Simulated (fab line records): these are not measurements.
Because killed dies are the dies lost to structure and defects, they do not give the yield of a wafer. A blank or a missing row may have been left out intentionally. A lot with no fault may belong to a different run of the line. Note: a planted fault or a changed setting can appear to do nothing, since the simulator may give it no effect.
Which tool was responsible? || flow berkeley-cmos170 || 12 lots with 36 wafers sampled at 4 steps, on a route of 331 steps

WHAT THE GAUGES SHOWED, per wafer
UCB170_V1_BOW_MEAS_03.
{"lot": "L714", "measured": "day 9 06:24", "on": "film-metro-02", "V1_BOW (um)": "27 20 20"}
{"lot": "L719", "measured": "day 10 08:04", "on": "film-metro-03", "V1_BOW (um)": "20 22 19"}
{"lot": "L723", "measured": "day 10 21:19", "on": "film-metro-03", "V1_BOW (um)": "7 22 17"}
{"lot": "L724", "measured": "day 11 00:43", "on": "film-metro-03", "V1_BOW (um)": "15 12 26"}
{"lot": "L728", "measured": "day 11 23:38", "on": "film-metro-03", "V1_BOW (um)": "15 13 6"}
{"lot": "L729", "measured": "day 12 01:25", "on": "film-metro-02", "V1_BOW (um)": "27 7 22"}
{"lot": "L730", "measured": "day 12 04:05", "on": "film-metro-03", "V1_BOW (um)": "12 18 21"}
{"lot": "L732", "measured": "day 12 14:08", "on": "film-metro-02", "V1_BOW (um)": "17 7 21"}
{"lot": "L733", "measured": "day 12 15:29", "on": "film-metro-01", "V1_BOW (um)": "14 29 15"}
{"lot": "L734", "measured": "day 13 03:13", "on": "film-metro-03", "V1_BOW (um)": "27 20 16"}
{"lot": "L737", "measured": "day 13 10:10", "on": "film-metro-02", "V1_BOW (um)": "18 16 19"}
{"lot": "L736", "measured": "day 13 12:56", "on": "film-metro-02", "V1_BOW (um)": "10 23 29"}

UCB170_V2_CD_MEAS_90 targets a cd of 700 nm.
{"lot": "L714", "measured": "day 9 13:46", "on": "cd-sem-02", "cd-nm (nm)": "701.6 700.4 699.3"}
{"lot": "L719", "measured": "day 10 16:38", "on": "cd-sem-02", "cd-nm (nm)": "702.7 702.6 701.0"}
{"lot": "L723", "measured": "day 11 07:15", "on": "cd-sem-02", "cd-nm (nm)": "696.8 699.7 700.1"}
{"lot": "L724", "measured": "day 11 10:33", "on": "cd-sem-02", "cd-nm (nm)": "696.8 698.1 697.7"}
{"lot": "L728", "measured": "day 12 07:14", "on": "cd-sem-01", "cd-nm (nm)": "699.9 699.6 698.5"}
{"lot": "L729", "measured": "day 12 08:40", "on": "cd-sem-02", "cd-nm (nm)": "698.5 700.4 701.1"}
{"lot": "L730", "measured": "day 12 13:32", "on": "cd-sem-01", "cd-nm (nm)": "700.2 700.8 699.6"}
{"lot": "L732", "measured": "day 12 22:35", "on": "cd-sem-01", "cd-nm (nm)": "700.2 700.0 701.5"}
{"lot": "L733", "measured": "day 12 23:59", "on": "cd-sem-01", "cd-nm (nm)": "700.8 698.0 697.8"}
{"lot": "L734", "measured": "day 13 10:28", "on": "cd-sem-01", "cd-nm (nm)": "696.5 695.7 697.1"}
{"lot": "L737", "measured": "day 13 19:35", "on": "cd-sem-02", "cd-nm (nm)": "699.2 699.7 698.5"}
{"lot": "L736", "measured": "day 13 23:34", "on": "cd-sem-01", "cd-nm (nm)": "699.9 700.1 700.0"}

TOOL THAT RAN EACH LOT (tool first, then ch and the chambers of the sampled wafers, then the start)
{"lot": "L714", "UCB170_NSD_STRIP_09": "plasma-asher-01 ch 0,1, day 8 16:41", "UCB170_M2_STRIP_07": "plasma-asher-04 ch 0,1, day 9 09:17"}
{"lot": "L719", "UCB170_NSD_STRIP_09": "plasma-asher-02 ch 0, day 9 15:20", "UCB170_M2_STRIP_07": "plasma-asher-04 ch 0,1, day 10 12:02"}
{"lot": "L723", "UCB170_NSD_STRIP_09": "plasma-asher-02 ch 0,1, day 10 09:00", "UCB170_M2_STRIP_07": "plasma-asher-04 ch 0,1, day 11 00:25"}
{"lot": "L724", "UCB170_NSD_STRIP_09": "plasma-asher-02 ch 0,1, day 10 09:33", "UCB170_M2_STRIP_07": "plasma-asher-03 ch 0,1, day 11 04:16"}
{"lot": "L728", "UCB170_NSD_STRIP_09": "plasma-asher-04 ch 0,1, day 11 12:19", "UCB170_M2_STRIP_07": "plasma-asher-01 ch 0,1, day 12 02:32"}
{"lot": "L729", "UCB170_NSD_STRIP_09": "plasma-asher-04 ch 0,1, day 11 13:05", "UCB170_M2_STRIP_07": "plasma-asher-04 ch 0,1, day 12 03:55"}
{"lot": "L730", "UCB170_NSD_STRIP_09": "plasma-asher-04 ch 0,1, day 11 13:25", "UCB170_M2_STRIP_07": "plasma-asher-04 ch 0,1, day 12 06:49"}
{"lot": "L732", "UCB170_NSD_STRIP_09": "plasma-asher-04 ch 0,1, day 11 23:04", "UCB170_M2_STRIP_07": "plasma-asher-03 ch 0,1, day 12 17:08"}
{"lot": "L733", "UCB170_NSD_STRIP_09": "plasma-asher-04 ch 0,1, day 11 23:21", "UCB170_M2_STRIP_07": "plasma-asher-04 ch 0,1, day 12 18:02"}
{"lot": "L734", "UCB170_NSD_STRIP_09": "plasma-asher-04 ch 0,1, day 12 14:04", "UCB170_M2_STRIP_07": "plasma-asher-01 ch 0,1, day 13 05:53"}
{"lot": "L737", "UCB170_NSD_STRIP_09": "plasma-asher-04 ch 0,1, day 12 22:41", "UCB170_M2_STRIP_07": "plasma-asher-04 ch 0,1, day 13 13:10"}
{"lot": "L736", "UCB170_NSD_STRIP_09": "plasma-asher-04 ch 0,1, day 12 23:35", "UCB170_M2_STRIP_07": "plasma-asher-04 ch 0,1, day 13 17:17"}
- UCB170_NSD_STRIP_09: strips in O2.
- UCB170_M2_STRIP_07: strips in O2.

AS READ BY THE TOOLS THEMSELVES (means over the sampled wafers that have a number; for cases with no such wafer, the mark the record gives instead)
UCB170_NSD_STRIP_09.
{"lot": "L714", "tool": "plasma-asher-01", "drypump-motor-current-A (A)": 5.2, "oes-product-au (a.u.)": 0.532, "strip-time-to-endpoint-s (s)": 35.84}
{"lot": "L719", "tool": "plasma-asher-02", "drypump-motor-current-A (A)": 4.8, "oes-product-au (a.u.)": 0.532, "strip-time-to-endpoint-s (s)": 35.87}
{"lot": "L723", "tool": "plasma-asher-02", "drypump-motor-current-A (A)": 5.1, "oes-product-au (a.u.)": 0.534, "strip-time-to-endpoint-s (s)": 35.88}
{"lot": "L724", "tool": "plasma-asher-02", "drypump-motor-current-A (A)": 5.4, "oes-product-au (a.u.)": 0.529, "strip-time-to-endpoint-s (s)": 35.74}
{"lot": "L728", "tool": "plasma-asher-04", "drypump-motor-current-A (A)": 5.6, "oes-product-au (a.u.)": 0.533, "strip-time-to-endpoint-s (s)": 35.78}
{"lot": "L729", "tool": "plasma-asher-04", "drypump-motor-current-A (A)": 5.6, "oes-product-au (a.u.)": 0.533, "strip-time-to-endpoint-s (s)": 35.74}
{"lot": "L730", "tool": "plasma-asher-04", "drypump-motor-current-A (A)": 5.9, "oes-product-au (a.u.)": 0.534, "strip-time-to-endpoint-s (s)": 35.76}
{"lot": "L732", "tool": "plasma-asher-04", "drypump-motor-current-A (A)": 5.6, "oes-product-au (a.u.)": 0.534, "strip-time-to-endpoint-s (s)": 35.79}
{"lot": "L733", "tool": "plasma-asher-04", "drypump-motor-current-A (A)": 5.9, "oes-product-au (a.u.)": 0.531, "strip-time-to-endpoint-s (s)": 35.83}
{"lot": "L734", "tool": "plasma-asher-04", "drypump-motor-current-A (A)": 5.9, "oes-product-au (a.u.)": 0.537, "strip-time-to-endpoint-s (s)": 35.65}
{"lot": "L737", "tool": "plasma-asher-04", "drypump-motor-current-A (A)": 5.9, "oes-product-au (a.u.)": 0.533, "strip-time-to-endpoint-s (s)": 35.85}
{"lot": "L736", "tool": "plasma-asher-04", "drypump-motor-current-A (A)": 5.6, "oes-product-au (a.u.)": 0.534, "strip-time-to-endpoint-s (s)": 35.73}

UCB170_M2_STRIP_07.
{"lot": "L714", "tool": "plasma-asher-04", "drypump-motor-current-A (A)": 5.9, "oes-product-au (a.u.)": 0.737, "strip-time-to-endpoint-s (s)": 21.90}
{"lot": "L719", "tool": "plasma-asher-04", "drypump-motor-current-A (A)": 5.6, "oes-product-au (a.u.)": 0.737, "strip-time-to-endpoint-s (s)": 22.09}
{"lot": "L723", "tool": "plasma-asher-04", "drypump-motor-current-A (A)": 5.6, "oes-product-au (a.u.)": 0.738, "strip-time-to-endpoint-s (s)": 21.99}
{"lot": "L724", "tool": "plasma-asher-03", "drypump-motor-current-A (A)": 5.6, "oes-product-au (a.u.)": 0.735, "strip-time-to-endpoint-s (s)": 22.01}
{"lot": "L728", "tool": "plasma-asher-01", "drypump-motor-current-A (A)": 5.2, "oes-product-au (a.u.)": 0.732, "strip-time-to-endpoint-s (s)": 21.95}
{"lot": "L729", "tool": "plasma-asher-04", "drypump-motor-current-A (A)": 5.6, "oes-product-au (a.u.)": 0.732, "strip-time-to-endpoint-s (s)": 21.89}
{"lot": "L730", "tool": "plasma-asher-04", "drypump-motor-current-A (A)": 5.6, "oes-product-au (a.u.)": 0.733, "strip-time-to-endpoint-s (s)": 21.94}
{"lot": "L732", "tool": "plasma-asher-03", "drypump-motor-current-A (A)": 6.0, "oes-product-au (a.u.)": 0.735, "strip-time-to-endpoint-s (s)": 21.95}
{"lot": "L733", "tool": "plasma-asher-04", "drypump-motor-current-A (A)": 5.6, "oes-product-au (a.u.)": 0.735, "strip-time-to-endpoint-s (s)": 21.93}
{"lot": "L734", "tool": "plasma-asher-01", "drypump-motor-current-A (A)": 5.1, "oes-product-au (a.u.)": 0.734, "strip-time-to-endpoint-s (s)": 21.94}
{"lot": "L737", "tool": "plasma-asher-04", "drypump-motor-current-A (A)": 5.6, "oes-product-au (a.u.)": 0.732, "strip-time-to-endpoint-s (s)": 21.97}
{"lot": "L736", "tool": "plasma-asher-04", "drypump-motor-current-A (A)": 5.6, "oes-product-au (a.u.)": 0.735, "strip-time-to-endpoint-s (s)": 22.01}

THE ANSWER, worked out from the rows above alone
Rule: the lots themselves supply what counts as usual. Put in order of their means at a reading, lots are off if they are a third of the lots or fewer, leave a main group of 4 or more, and stand apart from it by a gap of 3 or more times the standard deviation of the main group's means; of several such gaps the widest counts. The tables above print the reading to a certain number of digits; a main group whose means all agree to those digits is not used. Also off: a lot with no number at a reading for which 4 or more lots have one. The other lots that the step has rows for count as sound. First the gauges in route order, then the tools' own readings, where a lot's mean is used as printed above. At the first step where some lot is off, the reading lying furthest off is the one used; lots without a number count as furthest.
No lot is off at any reading shown: from this, nothing can be told.

WHAT WAS PUT IN BY THE SIMULATOR
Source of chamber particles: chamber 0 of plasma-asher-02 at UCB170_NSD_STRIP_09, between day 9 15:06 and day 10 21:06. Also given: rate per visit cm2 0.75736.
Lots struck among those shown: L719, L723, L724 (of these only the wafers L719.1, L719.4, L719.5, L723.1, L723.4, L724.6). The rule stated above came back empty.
